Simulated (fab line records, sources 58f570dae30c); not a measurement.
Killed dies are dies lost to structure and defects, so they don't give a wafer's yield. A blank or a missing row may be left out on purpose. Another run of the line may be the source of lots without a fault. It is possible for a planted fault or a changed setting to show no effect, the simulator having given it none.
The same fault as seen by 2 desks / flow berkeleyCmos170 / numbers are kept per desk, each desk with only its own; the story behind them comes last

## THE TOOL OWNER'S DESK: rieMetal-02
The tool's own readings at UCB170_M2_METAL_ETCH_18 (etches Al in Cl2/BCl3, stops on SiO2, target depth 1170 nm, time 195 s): means of the sampled wafers that have a number, for each lot that ran on this tool. If a lot's mean is further than 4 standard deviations from the usual mean, the lot is out of limits and carries the mark OUT (the distance appears in the brackets).
Columns: A = drypumpMotorCurrentA at UCB170_M2_METAL_ETCH_18, usual 5.8 A; B = oesProductAu at UCB170_M2_METAL_ETCH_18, usual 0.848 a.u.; C = runLengthS at UCB170_M2_METAL_ETCH_18, usual 223.6 s; D = throttleValvePct at UCB170_M2_METAL_ETCH_18, usual 24.4 %
lot=L726; first seen here=day 7 18:43; A=5.8; B=0.838; C=223.1; D=24.2
lot=L731; first seen here=day 8 11:25; A=6.4; B=0.830; C=223.1; D=24.7
lot=L736; first seen here=day 9 18:31; A=5.8; B=0.830; C=223.1; D=24.2
lot=L738; first seen here=day 10 08:14; A=5.8; B=0.847; C=222.9; D=24.2
lot=L740; first seen here=day 11 02:28; A=6.1; B=0.838; C=223.0; D=24.5
lot=L743; first seen here=day 11 17:51; A=6.1; B=0.817; C=230.6 (+7.0) OUT; D=24.5
lot=L747; first seen here=day 12 09:43; A=6.1; B=0.816; C=230.6 (+7.0) OUT; D=24.5
This desk finds L743, L747 out of limits, L743 being first, at day 11 17:51 (runLengthS at UCB170_M2_METAL_ETCH_18). L726, L731, L736, L738, L740: within limits.

## THE METROLOGY DESK
What the gauges read, lot by lot, whatever tool the lot ran on: means of the sampled wafers that have a number. If a lot's mean is further than 4 standard deviations from the usual mean, the lot is out of limits and carries the mark OUT (the distance appears in the brackets).
Columns: A = V2_OVL at UCB170_V2_OVL_MEAS_13, usual -1 nm; B = M3_AL_THK at UCB170_M3_THK_MEAS_03, usual 888 nm; C = M3_OVL at UCB170_M3_OVL_MEAS_16, usual -6 nm
lot=L726; first seen here=day 7 21:32; A=-7; B=868; C=-11
lot=L730; first seen here=day 8 13:11; A=1; B=897; C=-6
lot=L731; first seen here=day 8 13:48; A=4; B=892; C=-1
lot=L734; first seen here=day 9 04:17; A=1; B=886; C=-10
lot=L736; first seen here=day 9 21:00; A=-5; B=890; C=-7
lot=L735; first seen here=day 9 21:16; A=1; B=878; C=-0
lot=L739; first seen here=day 10 09:50; A=-10; B=888; C=-11
lot=L737; first seen here=day 10 10:23; A=-7; B=888; C=-9
lot=L738; first seen here=day 10 10:51; A=3; B=881; C=-3
lot=L741; first seen here=day 11 05:00; A=5; B=891; C=-4
lot=L740; first seen here=day 11 05:34; A=-1; B=887; C=1
lot=L742; first seen here=day 11 20:55; A=-3; B=881; C=0
lot=L743; first seen here=day 11 21:11; A=-2; B=902; C=-10
lot=L747; first seen here=day 12 13:46; A=-1; B=900; C=-12
This desk found nothing out of limits on any of the 14 lots.

## BROUGHT TOGETHER
The tool owner's desk could have raised an alarm at day 11 17:51, on L743, L747.
At the metrology desk, nothing out of limits was observed.
The metrology desk has L743, L747 on record, within its limits.
UCB170_M2_METAL_ETCH_18 was run on rieMetal-02 by each of the lots named.

## WHAT THE SIMULATOR PUT IN
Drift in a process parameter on rieMetal-02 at UCB170_M2_METAL_ETCH_18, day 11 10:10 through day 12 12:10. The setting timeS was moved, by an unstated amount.
Shown lots that were struck: L743, L747.
Delay in hours, fault start to first out-of-limits reading, by desk: the tool owner's desk at 8.
